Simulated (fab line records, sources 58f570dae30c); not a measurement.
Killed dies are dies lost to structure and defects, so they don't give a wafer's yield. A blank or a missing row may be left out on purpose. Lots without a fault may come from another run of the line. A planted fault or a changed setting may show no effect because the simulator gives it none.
A struck lot beside a sound one | flow berkeley_cmos170 | 14 steps out of a route of 331
Sound: wafers L302.2, L302.4, L302.5. Struck: wafers L300.3, L300.4, L300.5. The cause comes at the end.
At each step with rows: each side's tool, then ch and its chambers, then its first start. Under that, the readings that differ: sound wafers | struck wafers | difference of the means | sigmas: that difference in standard deviations of wafers without a fault.
alike: readings whose means differ by less than 2 such deviations, and words and numbers that are the same on both sides. not compared: withheld readings, readings that some wafer has no value for, bounds like >300 that may hide the same value, and numbers for which the record gives no deviation and whose values overlap.
The two part at a step that has a row with sigmas, a row that says differs or no value, or rows on one side only. Numbers that don't overlap but have no deviation are shown without sigmas and don't part them. A reading that every wafer of one side lacks parts them only if that side has two wafers or more.

first, 1 step without rows for these wafers: UCB170_GATE_DEVELOP_11 (develop time 45 s).
UCB170_GATE_CD_MEAS_12: target cd 350 nm.
  sound on cd_sem-01, day 11 13:51; struck on cd_sem-01, day 11 03:32
  alike: cd_nm
UCB170_GATE_OVL_MEAS_13:
  sound on overlay-01, day 11 13:58; struck on overlay-02, day 11 03:38
  alike: GATE_OVL
UCB170_GATE_ETCH_14: etches BARC in N2/H2.
  sound on rie_diel-04 ch 0,1, day 11 13:59; struck on rie_diel-01 ch 0,1,2, day 11 03:40
  alike: drypump_motor_current_A, oes_product_au, throttle_valve_pct
UCB170_GATE_ETCH_15: etches poly-Si in HBr/Cl2, stops on SiO2, time 56.3 s, target depth 278.2 nm.
  sound on rie_si-02 ch 1,3, day 11 14:02; struck on rie_si-02 ch 0,2,3, day 11 03:42
  alike: drypump_motor_current_A, oes_product_au, throttle_valve_pct
  not compared: rf_hours_counter_h
UCB170_GATE_STRIP_16: strips in O2.
  sound on plasma_asher-04 ch 0, day 11 14:05; struck on plasma_asher-04 ch 0,1, day 11 03:47
  alike: drypump_motor_current_A, oes_product_au
  not compared: rf_hours_counter_h
UCB170_GATE_CD_MEAS_90: target cd 350 nm.
  sound on cd_sem-01, day 11 14:20; struck on cd_sem-01, day 11 04:08
  alike: cd_nm
then, 5 steps without rows for these wafers: UCB170_GATE_CLEAN_17 (cleans in SPM, time 600 s); UCB170_PLDD_HMDS_00 (prime time 60 s); UCB170_PLDD_COAT_01 (resist thk 900 nm); UCB170_PLDD_SOFTBAKE_02 (time 60 s); UCB170_PLDD_EXPOSE_03 (exposes mask PSELECT, target cd 1200 nm).
UCB170_PLDD_PEB_04:
  sound on litho_track-04 ch 0, day 11 15:35; struck on litho_track-01, day 11 05:01
  no value came back on the struck wafers for chill_plate_temp_C (C), exhaust_pa (Pa); on the sound wafers chill_plate_temp_C (C) reads 22.93 22.98 22.93
then, 1 step without rows for these wafers: UCB170_PLDD_DEVELOP_05 (develop time 45 s).

WHERE THEY PART
Only at UCB170_PLDD_PEB_04, within this record.

WHY: what the simulator had put in
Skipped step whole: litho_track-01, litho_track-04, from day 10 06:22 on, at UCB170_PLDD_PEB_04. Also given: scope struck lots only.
